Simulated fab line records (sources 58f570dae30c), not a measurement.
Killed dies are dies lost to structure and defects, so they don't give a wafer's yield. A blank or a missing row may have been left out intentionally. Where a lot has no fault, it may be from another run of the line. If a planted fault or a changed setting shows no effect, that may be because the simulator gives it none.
fab line records	flow berkeley-cmos170
record lots=15	wafers=45	last-day=11
route steps=331 shown ACTIVE@76 NSD@195 M3@324
lots that met no fault: from a run of the same line without faults
start-h: the number of hours between the record's first day and the start of the first shown wafer of the lot	wait-h: time in hours since the lot's previous step	" repeats the value in the row above	L1.1+2: a single row standing in for several wafers	- value missing, or start not given	* or withheld: withheld	< > ~ a bound
route shown NAME@n: NAME is a module with steps in the file, n the number in the route of the first one	usual: the fault-free wafers' mean and standard deviation	same: alike in all rows	chamber/n: place in a boat	sites: the reading at each site	_std_site: their standard deviation	_edge_site: outer sites' mean less inner sites'	radius-mm: how far each site lies from the wafer's centre	mask NAME#n: copy n	behind: tool/chamber where the wafer was last shaped	hold: why the lot was held/for how many hours/how that ended	device: transistor that didn't switch, given as n, p or np	end of line: tests of these same wafers at the route's end	a step without rows: its recipe alone	killed: at the first sort, the dies lost to defects and structure; wafer yield is something else	map: the dies of a wafer, with x for killed, . for not killed, _ for no die there
set.NAME: the setting the step ran with; set.NAME@STEP: the setting that earlier step ran with	model.NAME: the simulator's own value behind a step, which no gauge read
the route's steps for a sample of lots (tables are steps, rows are wafers)
services: a tool's chamber out of use, with start hour (start-h, from the record's first day; less than 0 if before it), hours out, and reason
## steps
# step UCB170_ACTIVE_STRIP_16
# recipe chemistry=O2	power-w=400	pressure-mtorr=3500	platen-temp-c=withheld	o2-flow-sccm=400	overash-fraction=0.5
# usual drypump-motor-current-A=5.7/0.66	oes-product-au=0.721/0.0047	strip-time-to-endpoint-s=18.10/0.097
lot.wafer	tool	chamber	start-h	wait-h	drypump-motor-current-A	oes-product-au	rf-hours-counter-h	strip-time-to-endpoint-s
L723.2	plasma-asher-03	1	96.66	0.1	6.1	0.723	36	18.03
L723.4	"	1	"	"	6.1	0.725	-	18.02
L723.6	"	1	"	"	6.1	0.713	-	18.11
L727.3	plasma-asher-03	1	100.36	0.1	6.1	0.719	-	18.06
L727.5	"	0	"	"	5.0	0.721	-	18.04
L727.6	"	1	"	"	6.2	0.715	-	18.02
L726.1	plasma-asher-01	0	100.60	0.1	4.8	0.723	30	17.89
L726.3	"	0	"	"	4.8	0.722	-	17.97
L726.5	"	1	"	"	5.5	0.723	-	17.90
L725.2	plasma-asher-03	1	100.87	0.1	6.1	0.721	36	18.14
L725.4	"	0	"	"	5.0	0.715	-	18.13
L725.6	"	1	"	"	6.1	0.713	-	18.10
L728.1	plasma-asher-04	0	121.50	0.1	6.7	0.722	0	18.07
L728.3	"	1	"	"	6.0	0.722	-	18.11
L728.5	"	1	"	"	6.0	0.724	-	18.18
L729.2	plasma-asher-03	0	121.74	0.1	5.0	0.721	39	18.15
L729.5	"	1	"	"	6.1	0.722	-	18.14
L729.6	"	0	"	"	5.0	0.715	-	18.10
L730.2	plasma-asher-04	0	129.70	0.1	6.7	0.715	1	18.32
L730.3	"	0	"	"	6.7	0.719	-	18.26
L730.6	"	1	"	"	6.0	0.722	-	18.21
L732.2	plasma-asher-03	0	130.70	0.1	5.0	0.716	40	18.18
L732.4	"	0	"	"	5.0	0.720	-	18.11
L732.5	"	1	"	"	6.1	0.724	-	18.21
L733.2	plasma-asher-01	1	148.15	0.1	5.5	0.723	36	18.26
L733.3	"	1	"	"	5.5	0.717	-	18.22
L733.4	"	0	"	"	4.8	0.724	-	18.22
L734.1	plasma-asher-03	0	148.27	0.1	5.0	0.714	42	17.98
L734.4	"	1	"	"	6.1	0.719	-	18.02
L734.6	"	0	"	"	5.0	0.729	-	18.02
L738.1	plasma-asher-01	0	152.39	0.1	4.8	0.724	36	18.08
L738.3	"	1	"	"	5.5	0.730	-	18.00
L738.5	"	1	"	"	5.5	0.726	-	18.06
L737.2	plasma-asher-04	0	152.56	0.1	6.7	0.719	4	18.17
L737.4	"	1	"	"	6.1	0.722	-	18.14
L737.6	"	1	"	"	6.0	0.720	-	18.11
L739.1	plasma-asher-01	0	156.81	0.1	4.7	0.727	37	18.03
L739.4	"	0	"	"	4.8	0.730	-	18.05
L739.5	"	0	"	"	4.8	0.722	-	18.04
L741.1	plasma-asher-01	1	175.82	0.1	5.5	0.721	39	18.00
L741.4	"	1	"	"	5.5	0.722	-	18.06
L741.5	"	1	"	"	5.5	0.716	-	18.03
L740.3	plasma-asher-04	0	175.85	0.1	6.7	0.717	-	18.10
L740.4	"	1	"	"	6.0	0.710	-	18.09
L740.5	"	0	"	"	6.6	0.729	-	18.20
# step UCB170_NSD_IMPLANT_08
# recipe species=P	dose-cm2=3e+15	energy-kev=40	tilt-deg=7
# usual beam-energy-keV=40.000/0.012	dose-ions-cm2=3.0004e+15/2.8e+12	end-station-pressure-torr=1.26e-05/6.8e-07
lot.wafer	tool	chamber	start-h	wait-h	beam-energy-keV	dose-ions-cm2	end-station-pressure-torr
L727.3	implanter-04	0	160.04	0.1	39.989	3.0034e+15	1.14e-05
L727.5	"	0	"	"	40.009	2.9984e+15	1.44e-05
L727.6	"	0	"	"	40.009	3.0031e+15	1.2e-05
L723.2	implanter-03	0	160.31	0.0	40.003	3.0002e+15	1.3e-05
L723.4	"	0	"	"	40.002	2.9936e+15	1.15e-05
L723.6	"	0	"	"	39.993	2.9986e+15	1.31e-05
L726.1	implanter-04	0	160.96	0.0	39.992	3.0038e+15	1.25e-05
L726.3	"	0	"	"	39.982	3.0041e+15	1.23e-05
L726.5	"	0	"	"	40.000	3.0037e+15	1.3e-05
L725.2	implanter-03	0	161.71	0.0	40.001	2.9967e+15	1.27e-05
L725.4	"	0	"	"	40.014	2.9948e+15	1.23e-05
L725.6	"	0	"	"	39.993	3.0007e+15	1.25e-05
L729.2	implanter-04	0	188.09	0.0	40.021	2.9988e+15	1.25e-05
L729.5	"	0	"	"	40.006	3.0027e+15	1.23e-05
L729.6	"	0	"	"	40.020	2.9987e+15	1.21e-05
L728.1	implanter-03	0	188.97	0.0	39.997	3.0005e+15	1.26e-05
L728.3	"	0	"	"	40.023	3.0008e+15	1.25e-05
L728.5	"	0	"	"	39.998	3.0022e+15	1.17e-05
L730.2	implanter-03	0	196.62	0.0	39.991	3.0071e+15	1.36e-05
L730.3	"	0	"	"	40.003	3.0015e+15	1.2e-05
L730.6	"	0	"	"	39.997	2.9997e+15	1.29e-05
L732.2	implanter-02	0	196.91	0.0	39.983	3.0005e+15	1.27e-05
L732.4	"	0	"	"	40.021	2.9993e+15	1.33e-05
L732.5	"	0	"	"	39.988	2.9992e+15	1.36e-05
L734.1	implanter-02	0	221.47	0.0	39.993	3.0003e+15	1.21e-05
L734.4	"	0	"	"	40.008	2.9911e+15	1.2e-05
L734.6	"	0	"	"	39.999	2.9991e+15	1.18e-05
L738.1	implanter-02	0	221.64	0.0	40.013	2.9965e+15	1.2e-05
L738.3	"	0	"	"	40.012	2.9958e+15	1.18e-05
L738.5	"	0	"	"	40.007	3.0037e+15	1.24e-05
L737.2	implanter-03	0	221.65	0.0	48.800	3.0029e+15	1.17e-05
L737.4	"	0	"	"	48.800	3.0015e+15	1.21e-05
L737.6	"	0	"	"	48.794	2.9981e+15	1.35e-05
L733.2	implanter-03	0	221.80	0.1	48.770	2.9976e+15	1.1e-05
L733.3	"	0	"	"	48.788	3.0021e+15	1.36e-05
L733.4	"	0	"	"	48.775	2.9998e+15	1.29e-05
L739.1	implanter-02	0	227.86	0.0	40.000	3.0011e+15	1.21e-05
L739.4	"	0	"	"	40.022	2.998e+15	1.33e-05
L739.5	"	0	"	"	40.008	2.999e+15	1.25e-05
L740.3	implanter-03	0	245.05	0.1	48.798	3.0007e+15	1.26e-05
L740.4	"	0	"	"	48.801	3.0027e+15	1.21e-05
L740.5	"	0	"	"	48.789	2.9989e+15	1.21e-05
L741.1	implanter-04	0	245.73	0.0	40.000	3.0067e+15	1.29e-05
L741.4	"	0	"	"	39.995	3.0059e+15	1.39e-05
L741.5	"	0	"	"	39.996	3.0019e+15	1.21e-05
# step UCB170_NSD_STRIP_09
# recipe chemistry=O2	power-w=400	pressure-mtorr=3500	platen-temp-c=withheld	o2-flow-sccm=400	overash-fraction=0.5
# usual drypump-motor-current-A=5.8/0.66	oes-product-au=0.534/0.0047	strip-time-to-endpoint-s=35.81/0.066
lot.wafer	tool	chamber	start-h	wait-h	drypump-motor-current-A	oes-product-au	rf-hours-counter-h	strip-time-to-endpoint-s
L727.3	plasma-asher-01	0	160.18	0.1	4.8	0.536	-	35.91
L727.5	"	1	"	"	5.5	0.531	-	35.87
L727.6	"	0	"	"	4.8	0.530	-	35.82
L723.2	plasma-asher-01	0	160.43	0.1	4.7	0.532	37	35.75
L723.4	"	1	"	"	5.5	0.534	-	35.75
L723.6	"	1	"	"	5.5	0.530	-	35.84
L726.1	plasma-asher-04	0	161.11	0.1	6.7	0.529	5	35.85
L726.3	"	1	"	"	6.0	0.535	-	35.84
L726.5	"	1	"	"	6.0	0.535	-	35.80
L725.2	plasma-asher-03	1	161.84	0.1	6.1	0.532	45	35.83
L725.4	"	0	"	"	5.0	0.538	-	35.82
L725.6	"	1	"	"	6.1	0.529	-	35.85
L729.2	plasma-asher-01	0	188.21	0.1	4.8	0.530	41	35.81
L729.5	"	1	"	"	5.5	0.535	-	35.85
L729.6	"	0	"	"	4.8	0.538	-	35.82
L728.1	plasma-asher-04	0	189.12	0.1	6.7	0.533	9	35.85
L728.3	"	0	"	"	6.7	0.532	-	35.86
L728.5	"	1	"	"	6.1	0.533	-	35.90
L730.2	plasma-asher-04	0	196.74	0.1	6.7	0.532	10	35.70
L730.3	"	1	"	"	6.1	0.528	-	35.78
L730.6	"	1	"	"	6.0	0.535	-	35.79
L732.2	plasma-asher-03	0	197.03	0.1	5.0	0.531	49	35.90
L732.4	"	1	"	"	6.1	0.537	-	35.81
L732.5	"	1	"	"	6.1	0.538	-	35.81
L734.1	plasma-asher-03	0	221.62	0.1	5.0	0.539	51	35.77
L734.4	"	0	"	"	5.0	0.527	-	35.85
L734.6	"	1	"	"	6.1	0.536	-	35.80
L737.2	plasma-asher-04	0	221.77	0.1	6.7	0.514	13	39.12
L737.4	"	1	"	"	6.0	0.503	-	38.99
L737.6	"	0	"	"	6.7	0.506	-	39.00
L738.1	plasma-asher-01	1	221.79	0.1	5.5	0.535	45	35.69
L738.3	"	1	"	"	5.5	0.546	-	35.67
L738.5	"	0	"	"	4.8	0.534	-	35.74
L733.2	plasma-asher-03	1	221.92	0.1	6.1	0.510	52	38.94
L733.3	"	0	"	"	5.0	0.517	-	38.92
L733.4	"	1	"	"	6.1	0.516	-	38.87
L739.1	plasma-asher-03	0	228.01	0.1	5.0	0.529	52	35.73
L739.4	"	0	"	"	5.0	0.533	-	35.76
L739.5	"	0	"	"	5.0	0.536	-	35.78
L740.3	plasma-asher-04	0	245.18	0.1	6.7	0.501	-	39.05
L740.4	"	1	"	"	6.0	0.506	-	39.02
L740.5	"	0	"	"	6.7	0.504	-	38.99
L741.1	plasma-asher-04	1	245.88	0.1	6.0	0.532	16	35.77
L741.4	"	1	"	"	6.1	0.534	-	35.74
L741.5	"	1	"	"	6.0	0.534	-	35.73
# step UCB170_NSD_TW_MEAS_10
# usual NSD_TW=4197/36
lot.wafer	tool	chamber	start-h	wait-h	NSD_TW
L727.3	film-metro-04	-	160.26	0.1	4249
L727.5	"	-	"	"	4240
L727.6	"	-	"	"	4209
L723.2	film-metro-04	-	160.54	0.1	4246
L723.4	"	-	"	"	4227
L723.6	"	-	"	"	4244
L726.1	film-metro-04	-	161.21	0.1	4249
L726.3	"	-	"	"	4216
L726.5	"	-	"	"	4203
L725.2	film-metro-03	-	161.95	0.1	4183
L725.4	"	-	"	"	4184
L725.6	"	-	"	"	4163
L729.2	film-metro-04	-	188.32	0.1	4208
L729.5	"	-	"	"	4212
L729.6	"	-	"	"	4212
L728.1	film-metro-03	-	189.22	0.1	4180
L728.3	"	-	"	"	4166
L728.5	"	-	"	"	4175
L730.2	film-metro-03	-	196.85	0.1	4203
L730.3	"	-	"	"	4176
L730.6	"	-	"	"	4193
L732.2	film-metro-04	-	197.14	0.1	4256
L732.4	"	-	"	"	4218
L732.5	"	-	"	"	4224
L734.1	film-metro-03	-	221.72	0.1	4125
L734.4	"	-	"	"	4134
L734.6	"	-	"	"	4126
L737.2	film-metro-04	-	221.88	0.1	4463
L737.4	"	-	"	"	4492
L737.6	"	-	"	"	4464
L738.1	film-metro-01	-	221.89	0.1	4183
L738.3	"	-	"	"	4200
L738.5	"	-	"	"	4188
L733.2	film-metro-03	-	222.03	0.1	4412
L733.3	"	-	"	"	4392
L733.4	"	-	"	"	4367
L739.1	film-metro-03	-	228.11	0.1	4150
L739.4	"	-	"	"	4152
L739.5	"	-	"	"	4148
L740.3	film-metro-04	-	245.27	0.1	4455
L740.4	"	-	"	"	4479
L740.5	"	-	"	"	4471
L741.1	film-metro-03	-	245.98	0.1	4164
L741.4	"	-	"	"	4157
L741.5	"	-	"	"	4136
# step UCB170_SDANNEAL_RS_MEAS_03
# recipe thk-meas-gauge=four-point-probe
# usual NSD_RS=37.26/0.087
lot.wafer	tool	chamber	start-h	wait-h	NSD_RS[ohm/sq]
L727.3	film-metro-03	-	162.31	0.1	37.22
L727.5	"	-	"	"	37.13
L727.6	"	-	"	"	37.24
L723.2	film-metro-01	-	162.99	0.1	37.20
L723.4	"	-	"	"	37.18
L723.6	"	-	"	"	37.25
L726.1	film-metro-01	-	163.59	0.1	37.12
L726.3	"	-	"	"	37.14
L726.5	"	-	"	"	37.31
L725.2	film-metro-03	-	163.74	0.1	37.30
L725.4	"	-	"	"	37.28
L725.6	"	-	"	"	37.34
L729.2	film-metro-03	-	191.07	0.1	37.36
L729.5	"	-	"	"	37.30
L729.6	"	-	"	"	37.44
L728.1	film-metro-01	-	191.96	0.1	37.35
L728.3	"	-	"	"	37.27
L728.5	"	-	"	"	37.33
L730.2	film-metro-01	-	198.23	0.1	37.09
L730.3	"	-	"	"	37.20
L730.6	"	-	"	"	37.16
L732.2	film-metro-03	-	198.42	0.1	37.17
L732.4	"	-	"	"	37.22
L732.5	"	-	"	"	37.26
L734.1	film-metro-01	-	223.03	0.1	37.32
L734.4	"	-	"	"	37.22
L734.6	"	-	"	"	37.21
L737.2	film-metro-03	-	223.62	0.1	35.01
L737.4	"	-	"	"	35.09
L737.6	"	-	"	"	35.10
L738.1	film-metro-01	-	223.73	0.1	37.36
L738.3	"	-	"	"	37.40
L738.5	"	-	"	"	37.33
L733.2	film-metro-04	-	223.96	0.1	35.27
L733.3	"	-	"	"	35.18
L733.4	"	-	"	"	35.22
L739.1	film-metro-03	-	229.31	0.1	37.44
L739.4	"	-	"	"	37.33
L739.5	"	-	"	"	37.30
L740.3	film-metro-04	-	246.72	0.1	35.08
L740.4	"	-	"	"	35.11
L740.5	"	-	"	"	35.05
L741.1	film-metro-04	-	247.35	0.1	37.28
L741.4	"	-	"	"	37.38
L741.5	"	-	"	"	37.28
# step UCB170_M3_CD_MEAS_15
# recipe target-cd-nm=700
# usual cd-nm=700.1/1.2
lot.wafer	tool	chamber	start-h	wait-h	cd-nm
L727.3	cd-sem-01	-	193.94	-	702.6
L727.5	"	-	"	"	701.7
L727.6	"	-	"	"	702.8
L723.2	cd-sem-01	-	194.44	-	699.8
L723.4	"	-	"	"	700.1
L723.6	"	-	"	"	700.5
L726.1	cd-sem-02	-	198.53	-	700.5
L726.3	"	-	"	"	699.4
L726.5	"	-	"	"	700.1
L725.2	cd-sem-02	-	198.78	-	700.0
L725.4	"	-	"	"	699.8
L725.6	"	-	"	"	699.4
L729.2	cd-sem-02	-	213.07	-	701.0
L729.5	"	-	"	"	702.8
L729.6	"	-	"	"	702.7
L728.1	cd-sem-01	-	213.33	-	700.3
L728.3	"	-	"	"	700.1
L728.5	"	-	"	"	701.3
L730.2	cd-sem-02	-	219.61	-	699.8
L730.3	"	-	"	"	699.9
L730.6	"	-	"	"	701.6
L732.2	cd-sem-01	-	220.10	-	700.2
L732.4	"	-	"	"	701.0
L732.5	"	-	"	"	699.8
L734.1	cd-sem-02	-	248.67	-	700.5
L734.4	"	-	"	"	699.7
L734.6	"	-	"	"	701.0
L738.1	cd-sem-01	-	248.91	-	698.7
L738.3	"	-	"	"	698.8
L738.5	"	-	"	"	699.2
L733.2	cd-sem-01	-	249.42	-	699.7
L733.3	"	-	"	"	699.1
L733.4	"	-	"	"	700.1
L737.2	cd-sem-02	-	249.62	-	698.3
L737.4	"	-	"	"	697.1
L737.6	"	-	"	"	698.6
L739.1	cd-sem-01	-	252.10	-	699.6
L739.4	"	-	"	"	697.1
L739.5	"	-	"	"	698.8
L740.3	cd-sem-01	-	267.15	-	700.3
L740.4	"	-	"	"	699.9
L740.5	"	-	"	"	699.2
L741.1	cd-sem-01	-	267.36	-	700.5
L741.4	"	-	"	"	699.2
L741.5	"	-	"	"	700.4
## services
tool	chamber	start-h	hours	kind
implanter-03	-	78.79	5.8	pm
plasma-asher-04	-	98.15	0.9	repair
plasma-asher-04	-	108.75	9.0	pm
plasma-asher-04	0	108.75	9.0	vent-cycle
plasma-asher-04	1	108.75	9.0	vent-cycle
plasma-asher-04	0	117.75	-	clean
plasma-asher-04	1	117.75	-	clean
plasma-asher-04	-	140.02	2.8	pm
plasma-asher-01	-	157.65	0.6	repair
implanter-04	-	197.56	3.1	repair
implanter-04	-	212.25	5.0	pm
implanter-04	-	217.86	6.5	pm
## key
first-sign step=UCB170_NSD_IMPLANT_08	reading=beam-energy-keV	direction=up	sigmas=99+	usual=40.000	struck=48.791
effect step=UCB170_NSD_STRIP_09	reading=strip-time-to-endpoint-s	direction=up	sigmas=48	usual=*	struck=*
effect step=UCB170_NSD_TW_MEAS_10	reading=NSD_TW	direction=up	sigmas=6.9	usual=4197	struck=4444
effect step=UCB170_SDANNEAL_RS_MEAS_03	reading=NSD_RS	direction=down	sigmas=24	usual=37.26	struck=35.12
met-at UCB170_NSD_IMPLANT_08
struck-lots L733,L737,L740
tester-left-out L733,L737,L740
not-acting-at UCB170_ACTIVE_STRIP_16,UCB170_M3_CD_MEAS_15
fault kind=process-parameter-drift	tool=implanter-03	chamber=-	onset-h=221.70	steps=UCB170_NSD_IMPLANT_08	channel=energy-kev	offset=8.8	shape=step	end-h=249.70	acts-in=these-recipes-only	stated=40
# tester-left-out: of these lots the tester's yield and bins aren't shown, on N5 and GAA mostly nor the transistor test; their killed dies are dies lost to structure and defects alone, not to doping, threshold or leakage, so they don't give the yield
